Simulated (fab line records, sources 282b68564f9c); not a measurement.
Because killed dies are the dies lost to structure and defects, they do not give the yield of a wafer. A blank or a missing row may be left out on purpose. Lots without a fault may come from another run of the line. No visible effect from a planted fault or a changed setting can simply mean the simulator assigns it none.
Commonality check across tools -- flow rit-cmos -- Sample size 15 lots and 45 wafers

## WHY IT WAS OPENED
Of 15 lots, 3 have the reading PWELL_TW flagged at RIT_PWELL_TW_MEAS_10. No-fault wafers: 947, standard deviation 7.3.
Rule: a lot is flagged when every wafer of it that has a number lies more than 4 standard deviations from that mean, or none has a number. As for the other lots, they are considered sound.

lot,measured,on,"PWELL_TW, wafer by wafer",flag
L244,day 2 05:32,film-metro-01,947 947 946,
L248,day 3 05:51,film-metro-01,941 935 942,
L250,day 3 09:52,film-metro-03,956 953 955,
L251,day 3 17:13,film-metro-03,951 948 955,
L253,day 4 02:39,film-metro-03,954 951 956,
L254,day 4 07:25,film-metro-01,951 946 950,
L255,day 4 13:35,film-metro-03,950 952 952,
L256,day 4 17:25,film-metro-01,951 955 946,
L257,day 4 21:17,film-metro-03,2211 2196 2189,FLAGGED
L258,day 5 04:01,film-metro-02,2158 2168 2141,FLAGGED
L259,day 5 08:45,film-metro-01,2189 2179 2194,FLAGGED
L262,day 6 00:02,film-metro-01,958 953 958,
L263,day 6 04:29,film-metro-03,950 956 950,
L265,day 6 16:21,film-metro-02,942 937 939,
L266,day 6 19:19,film-metro-03,946 943 949,
On average the flagged lots read 2181, which is +1234 against the usual, or +99 or more standard deviations.

## TOOL THAT RAN EACH LOT
The record keeps 1 process step preceding the reading, out of 202 steps on the route. In each cell: the tool, then ch and the chambers that the sampled wafers went through, then the start.
lot,flag,RIT_NWELL_COAT_01
L244,,"litho-track-02 ch 0, day 2 02:23"
L248,,"litho-track-02 ch 0, day 2 21:19"
L250,,"litho-track-03 ch 0, day 3 06:53"
L251,,"litho-track-04 ch 0, day 3 14:19"
L253,,"litho-track-03 ch 0, day 3 23:37"
L254,,"litho-track-04 ch 0, day 4 04:22"
L255,,"litho-track-03 ch 0, day 4 10:30"
L256,,"litho-track-04 ch 0, day 4 14:26"
L257,FLAGGED,"litho-track-04, day 4 18:17"
L258,FLAGGED,"litho-track-03, day 5 00:52"
L259,FLAGGED,"litho-track-04, day 5 05:35"
L262,,"litho-track-03 ch 0, day 5 21:04"
L263,,"litho-track-04 ch 0, day 6 01:35"
L265,,"litho-track-04 ch 0, day 6 13:20"
L266,,"litho-track-04 ch 0, day 6 16:25"
These steps, and what they do:
- RIT_NWELL_COAT_01: resist thk 1300 nm.
- RIT_PWELL_TW_MEAS_10

## FLAGGED AGAINST TOTAL, ONE TOOL AT A TIME (gauges that did the reading follow at the end)
step,tool,lots run,flagged,share of the flagged lots,sound lots run after its first flagged lot
RIT_NWELL_COAT_01,litho-track-02,2,0,none,-
RIT_NWELL_COAT_01,litho-track-03,5,1,some,1 (L262)
RIT_NWELL_COAT_01,litho-track-04,8,2,some,"3 (L263,L265,L266)"
RIT_PWELL_TW_MEAS_10,film-metro-01,6,1,some,1 (L262)
RIT_PWELL_TW_MEAS_10,film-metro-02,2,1,some,1 (L265)
RIT_PWELL_TW_MEAS_10,film-metro-03,7,1,some,"2 (L263,L266)"

## WHAT THE TABLE ALLOWS
No row of the table ran every flagged lot.

## WHAT WAS PUT IN BY THE SIMULATOR
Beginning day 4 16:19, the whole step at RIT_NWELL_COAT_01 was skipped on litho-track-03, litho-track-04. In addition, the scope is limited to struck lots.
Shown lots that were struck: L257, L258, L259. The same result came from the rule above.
